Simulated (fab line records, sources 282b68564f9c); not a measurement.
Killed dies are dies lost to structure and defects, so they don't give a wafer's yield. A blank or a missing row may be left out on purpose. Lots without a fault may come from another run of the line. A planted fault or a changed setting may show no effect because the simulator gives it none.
fab line records | flow rit_cmos
record lots=5 wafers=15 last_day=8
route steps=202 shown CONTACT@174 M1@184
lots that met no fault: from a run of the same line without faults
start_h: hours from the record's first day to the start of the lot's first wafer shown | wait_h: hours since the lot's step before | " the same as in the row above | L1.1+2: a row that stands for several wafers | - no value, or no start given | * or withheld: withheld | < > ~ a bound
route shown NAME@n: a module of which the file shows steps, and the number in the route of the first | usual: mean/standard deviation of fault-free wafers | same: alike in all rows | chamber/n: place in a boat | sites: the reading at each site | _std_site: their standard deviation | _edge_site: outer sites' mean less inner sites' | radius_mm: how far each site lies from the wafer's centre | mask NAME#n: copy n | behind: the tool/chamber that last shaped the wafer | hold: why the lot was held/for how many hours/how that ended | device: the transistor (n, p or np) that didn't switch | end of line: the same wafers' tests at the end of the route | a step without rows: its recipe alone | killed: dies lost to structure and defects at the first sort, not the wafer's yield | map: a wafer's dies, x killed, . not, _ none there
set.NAME: the setting as run; set.NAME@STEP: as run at that earlier step | model.NAME: the simulator's own value behind a step, which no gauge read
lots at some steps of the route; a table a step, a row a wafer
services: from which hour (start_h, from the record's first day; less than 0 if before it) a tool's chamber was out of use, for how many hours, and why
## steps
# step RIT_CONTACT_PEB_06
# recipe resist=NOVOLAK temp_c=withheld time_s=withheld
# columns lot.wafer tool chamber start_h wait_h
L090.2+4+5 litho_track-04 0 151.49 0.1
L093.1+3+6 litho_track-01 0 167.41 0.1
L095.1+5+6 litho_track-04 0 179.36 0.1
L097.1+3+5 litho_track-04 0 185.22 0.1
L096.3+4+5 litho_track-03 0 185.96 0.3
# step RIT_CONTACT_DEVELOP_07
# recipe resist=NOVOLAK develop_time_s=120 dev_temp_c=23
# same develop_time_s=120
# columns lot.wafer tool chamber start_h wait_h
L090.2+4+5 litho_track-04 0 - -
L093.1+3+6 litho_track-01 0 - -
L095.1+5+6 litho_track-04 0 - -
L097.1+3+5 litho_track-04 0 - -
L096.3+4+5 litho_track-03 0 - -
# step RIT_CONTACT_CD_MEAS_08
# recipe target_cd_nm=1000
# usual cd_nm=999.8/2.1
# columns lot.wafer tool chamber start_h wait_h cd_nm
L090.2 cd_sem-01 - 151.89 - 995.4
L090.4 " - " " 996.9
L090.5 " - " " 999.4
L093.1 cd_sem-02 - 167.81 - 1001.9
L093.3 " - " " 1003.3
L093.6 " - " " 1001.4
L095.1 cd_sem-01 - 179.76 - 1001.1
L095.5 " - " " 1000.2
L095.6 " - " " 1000.7
L097.1 cd_sem-01 - 185.62 - 995.9
L097.3 " - " " 998.0
L097.5 " - " " 997.6
L096.3 cd_sem-02 - 186.35 - 997.5
L096.4 " - " " 996.0
L096.5 " - " " 996.3
# step RIT_CONTACT_OVL_MEAS_09
# usual CONTACT_OVL=-0.4/1.2
# columns lot.wafer tool chamber start_h wait_h CONTACT_OVL[nm]
L090.2 overlay-01 - 151.99 0.1 -0.4
L090.4 " - " " 1.5
L090.5 " - " " -0.5
L093.1 overlay-02 - 167.93 0.1 2.3
L093.3 " - " " 2.1
L093.6 " - " " 1.1
L095.1 overlay-01 - 179.88 0.1 0.4
L095.5 " - " " 0.2
L095.6 " - " " 0.5
L097.1 overlay-02 - 185.74 0.1 -2.0
L097.3 " - " " -1.7
L097.5 " - " " -2.6
L096.3 overlay-02 - 186.44 0.1 1.6
L096.4 " - " " 1.3
L096.5 " - " " 1.1
# step RIT_CONTACT_HARDBAKE_10
# recipe resist=NOVOLAK temp_c=140 time_s=60
# columns lot.wafer tool chamber start_h wait_h
L090.2+4+5 litho_track-03 0 152.05 0.0
L093.1+3+6 litho_track-03 0 167.97 0.0
L095.1+5+6 litho_track-01 0 179.91 0.0
L097.1+3+5 litho_track-01 0 185.98 0.2
L096.3+4+5 litho_track-04 0 186.52 0.1
# step RIT_CONTACT_ETCH_11
# recipe target_depth_a=4800 over_etch_frac=0.2 stop_on=TiSi2 chemistry=CHF3/CF4/Ar target=SiO2 CHF3_flow_sccm=50 cf4_flow_sccm=10 Ar_flow_sccm=100 O2_flow_sccm=5 pressure_mtorr=100 rf_w=200 time_s=320
# usual drypump_motor_current_A=5.7/0.35 oes_product_au=0.991/0.014 throttle_valve_pct=8.93/0.14
# columns lot.wafer tool chamber start_h wait_h drypump_motor_current_A oes_product_au rf_hours_counter_h throttle_valve_pct
L090.2 rie_diel-04 3 152.17 0.1 5.7 0.989 29 9.12
L090.4 " 0 " " 5.1 1.012 18 8.87
L090.5 " 3 " " 5.7 0.987 - 9.10
L093.1 rie_diel-04 1 168.12 0.1 5.9 0.993 10 9.00
L093.3 " 2 " " 6.0 0.979 3 8.96
L093.6 " 0 " " 5.1 1.016 - 8.88
L095.1 rie_diel-04 2 180.06 0.1 6.0 0.981 3 8.98
L095.5 " 2 " " 6.0 0.989 - 8.98
L095.6 " 1 " " 6.0 0.991 - 9.00
L097.1 rie_diel-04 3 186.13 0.1 5.7 0.997 30 9.10
L097.3 " 0 " " 5.1 1.011 18 8.89
L097.5 " 1 " " 5.9 0.996 - 9.01
L096.3 rie_diel-01 1 186.62 0.1 5.8 0.993 4 8.69
L096.4 " 1 " " 5.8 0.993 - 8.70
L096.5 " 3 " " 5.3 0.995 - 8.95
# step RIT_CONTACT_STRIP_12
# recipe chemistry=O2 time_s=180 resist=NOVOLAK platen_temp_c=withheld power_w=500 pressure_mtorr=4000 o2_flow_sccm=4000
# usual drypump_motor_current_A=5.5/0.49
# columns lot.wafer tool chamber start_h wait_h drypump_motor_current_A rf_hours_counter_h
L090.2 plasma_asher-02 1 152.37 0.1 5.9 3
L090.4 " 0 " " 6.5 -
L090.5 " 0 " " 6.5 -
L093.1 plasma_asher-03 0 168.31 0.1 5.7 37
L093.3 " 1 " " 5.2 -
L093.6 " 0 " " 5.7 -
L095.1 plasma_asher-03 0 180.26 0.1 5.8 38
L095.5 " 0 " " 5.8 -
L095.6 " 1 " " 5.2 -
L097.1 plasma_asher-02 0 186.33 0.1 6.5 6
L097.3 " 1 " " 5.9 -
L097.5 " 1 " " 5.9 -
L096.3 plasma_asher-01 0 186.87 0.2 5.3 -
L096.4 " 1 " " 4.9 -
L096.5 " 0 " " 5.3 -
# step RIT_CONTACT_CD_MEAS_90
# recipe target_cd_nm=1000
# usual cd_nm=999.7/2.2
# columns lot.wafer tool chamber start_h wait_h cd_nm
L090.2 cd_sem-01 - 152.56 0.1 995.1
L090.4 " - " " 997.0
L090.5 " - " " 999.2
L093.1 cd_sem-01 - 168.49 0.1 1001.7
L093.3 " - " " 1003.3
L093.6 " - " " 1002.1
L095.1 cd_sem-02 - 180.43 0.1 1000.9
L095.5 " - " " 999.9
L095.6 " - " " 1000.8
L097.1 cd_sem-01 - 186.50 0.1 995.8
L097.3 " - " " 998.2
L097.5 " - " " 997.3
L096.3 cd_sem-02 - 187.03 0.1 997.0
L096.4 " - " " 995.7
L096.5 " - " " 996.0
# step RIT_CONTACT_CLEAN_13
# recipe chemistry=SC1 mix=3:3:50 time_s=600 temp_c=75
# columns lot.wafer tool chamber start_h wait_h
L090.2+4+5 wet_bench-02 2 152.66 0.1
L093.1+3+6 wet_bench-04 2 168.61 0.1
L095.1+5+6 wet_bench-02 2 180.55 0.1
L097.1+3+5 wet_bench-02 2 186.62 0.1
L096.3+4+5 wet_bench-04 3 187.11 0.1
# step RIT_CONTACT_CLEAN_14
# recipe chemistry=SC2 mix=3:3:50 time_s=600 temp_c=75 dry=n2_spin
# columns lot.wafer tool chamber start_h wait_h
L090.2+4+5 wet_bench-01 0 152.84 0.0
L093.1+3+6 wet_bench-01 2 168.80 0.0
L095.1+5+6 wet_bench-01 0 180.73 0.0
L097.1+3+5 wet_bench-01 1 186.81 0.0
L096.3+4+5 wet_bench-04 2 187.28 0.0
# step RIT_M1_SPUTTER_00
# recipe material=Al target_thk_nm=400 power_w=2000 chamber_pressure_pa=0.4 gas=Ar time_s=500 substrate_temp_c=25
# usual throttle_valve_pct=30.2/0.84
# columns lot.wafer tool chamber start_h wait_h throttle_valve_pct
L090.2 pvd_sputter-02 - 153.01 0.0 29.6
L090.4 " - " " 29.3
L090.5 " - " " 29.9
L093.1 pvd_sputter-02 - 168.99 0.0 29.7
L093.3 " - " " 31.5
L093.6 " - " " 31.4
L095.1 pvd_sputter-02 - 180.90 0.0 29.6
L095.5 " - " " 29.1
L095.6 " - " " 31.6
L097.1 pvd_sputter-02 - 186.99 0.0 30.3
L097.3 " - " " 29.6
L097.5 " - " " 29.5
L096.3 pvd_sputter-03 - 187.46 0.0 31.2
L096.4 " - " " 29.3
L096.5 " - " " 30.9
# step RIT_M1_RS_MEAS_01
# recipe thk_meas_gauge=four-point-probe reads=Al_of_M1_SPUTTER_00
# usual M1_AL_RS=0.0739/0.00083
# columns lot.wafer tool chamber start_h wait_h M1_AL_RS[ohm/sq]
L090.2 film_metro-01 - 153.33 0.2 0.0750
L090.4 " - " " 0.0748
L090.5 " - " " 0.0751
L093.1 film_metro-03 - 169.29 0.1 0.0752
L093.3 " - " " 0.0754
L093.6 " - " " 0.0753
L095.1 film_metro-04 - 181.20 0.1 0.0749
L095.5 " - " " 0.0751
L095.6 " - " " 0.0738
L097.1 film_metro-04 - 187.28 0.1 0.0729
L097.3 " - " " 0.0751
L097.5 " - " " 0.0760
L096.3 film_metro-04 - 187.79 0.2 0.0737
L096.4 " - " " 0.0735
L096.5 " - " " 0.0733
# step RIT_M1_THK_MEAS_02
# recipe thk_meas_gauge=xrf reads=Al_of_M1_SPUTTER_00
# usual M1_AL_THK=395/4.9
# columns lot.wafer tool chamber start_h wait_h M1_AL_THK[nm]
L090.2 film_metro-01 - 153.44 0.1 390
L090.4 " - " " 394
L090.5 " - " " 390
L093.1 film_metro-03 - 169.41 0.1 387
L093.3 " - " " 386
L093.6 " - " " 388
L095.1 film_metro-04 - 181.32 0.1 387
L095.5 " - " " 389
L095.6 " - " " 394
L097.1 film_metro-04 - 187.40 0.1 400
L097.3 " - " " 390
L097.5 " - " " 385
L096.3 film_metro-04 - 187.89 0.1 396
L096.4 " - " " 398
L096.5 " - " " 396
# step RIT_M1_HMDS_03
# recipe prime_time_s=60 prime_temp_c=140
# columns lot.wafer tool chamber start_h wait_h
L090.2+4+5 litho_track-01 0 153.51 0.1
L093.1+3+6 litho_track-02 0 169.47 0.1
L095.1+5+6 litho_track-01 0 181.38 0.1
L097.1+3+5 litho_track-01 0 187.46 0.1
L096.3+4+5 litho_track-04 0 187.98 0.1
# step RIT_M1_COAT_04
# recipe resist=NOVOLAK spin_rpm=2000 resist_thk_nm=1300
# columns lot.wafer tool chamber start_h wait_h
L090.2+4+5 litho_track-01 0 153.66 0.1
L093.1+3+6 litho_track-02 0 169.62 0.1
L095.1+5+6 litho_track-01 0 181.53 0.1
L097.1+3+5 litho_track-01 0 187.61 0.1
L096.3+4+5 litho_track-04 0 188.13 0.1
# step RIT_M1_SOFTBAKE_05
# recipe resist=NOVOLAK temp_c=90 time_s=60
# columns lot.wafer tool chamber start_h wait_h
L090.2+4+5 litho_track-01 0 153.81 0.1
L093.1+3+6 litho_track-02 0 169.77 0.1
L095.1+5+6 litho_track-01 0 181.68 0.1
L097.1+3+5 litho_track-01 0 187.76 0.1
L096.3+4+5 litho_track-04 0 188.28 0.1
# step RIT_M1_EXPOSE_06
# recipe mask_id=M12 na=0.6 source_shape=conventional sigma_outer=0.5 target_cd_nm=2600 dose_mj=250
# same na=0.6
# columns lot.wafer tool chamber start_h wait_h mask
L090.2+4+5 iline_stepper-01 0 153.96 0.1 M12#0
L093.1+3+6 iline_stepper-01 0 169.92 0.1 M12#0
L095.1+5+6 iline_stepper-01 0 181.95 0.2 M12#0
L097.1+3+5 iline_stepper-01 0 187.91 0.1 M12#0
L096.3+4+5 iline_stepper-02 0 188.54 0.2 M12#0
# step RIT_M1_PEB_07
# recipe resist=NOVOLAK temp_c=withheld time_s=withheld
# columns lot.wafer tool chamber start_h wait_h
L090.2+4+5 litho_track-04 0 154.08 0.1
L093.1+3+6 litho_track-01 0 170.03 0.1
L095.1+5+6 litho_track-04 0 182.07 0.1
L097.1+3+5 litho_track-02 0 188.03 0.1
L096.3+4+5 litho_track-02 0 188.67 0.1
# step RIT_M1_DEVELOP_08
# recipe resist=NOVOLAK develop_time_s=68 dev_temp_c=23
# same develop_time_s=68
# columns lot.wafer tool chamber start_h wait_h
L090.2+4+5 litho_track-04 0 - -
L093.1+3+6 litho_track-01 0 - -
L095.1+5+6 litho_track-04 0 - -
L097.1+3+5 litho_track-02 0 - -
L096.3+4+5 litho_track-02 0 - -
# step RIT_M1_CD_MEAS_09
# recipe target_cd_nm=2600
# usual cd_nm=2599.7/2
# columns lot.wafer tool chamber start_h wait_h cd_nm
L090.2 cd_sem-01 - 154.39 - 2598.9
L090.4 " - " " 2598.6
L090.5 " - " " 2599.7
L093.1 cd_sem-01 - 170.35 - 2602.3
L093.3 " - " " 2601.9
L093.6 " - " " 2598.3
L095.1 cd_sem-02 - 182.38 - 2599.9
L095.5 " - " " 2599.3
L095.6 " - " " 2599.2
L097.1 cd_sem-01 - 188.34 - 2598.2
L097.3 " - " " 2598.9
L097.5 " - " " 2598.6
L096.3 cd_sem-02 - 188.98 - 2597.4
L096.4 " - " " 2599.0
L096.5 " - " " 2598.1
## services
# columns tool chamber start_h hours kind
rie_diel-01 1 132.79 2.2 repair
rie_diel-01 - 136.51 0.1 repair
wet_bench-01 - 138.83 1.8 repair
iline_stepper-01 - 140.96 1.7 pm
rie_diel-01 3 162.46 1.8 repair
rie_diel-04 - 175.47 0.4 repair
plasma_asher-02 - 180.85 0.5 repair
## key
fault none
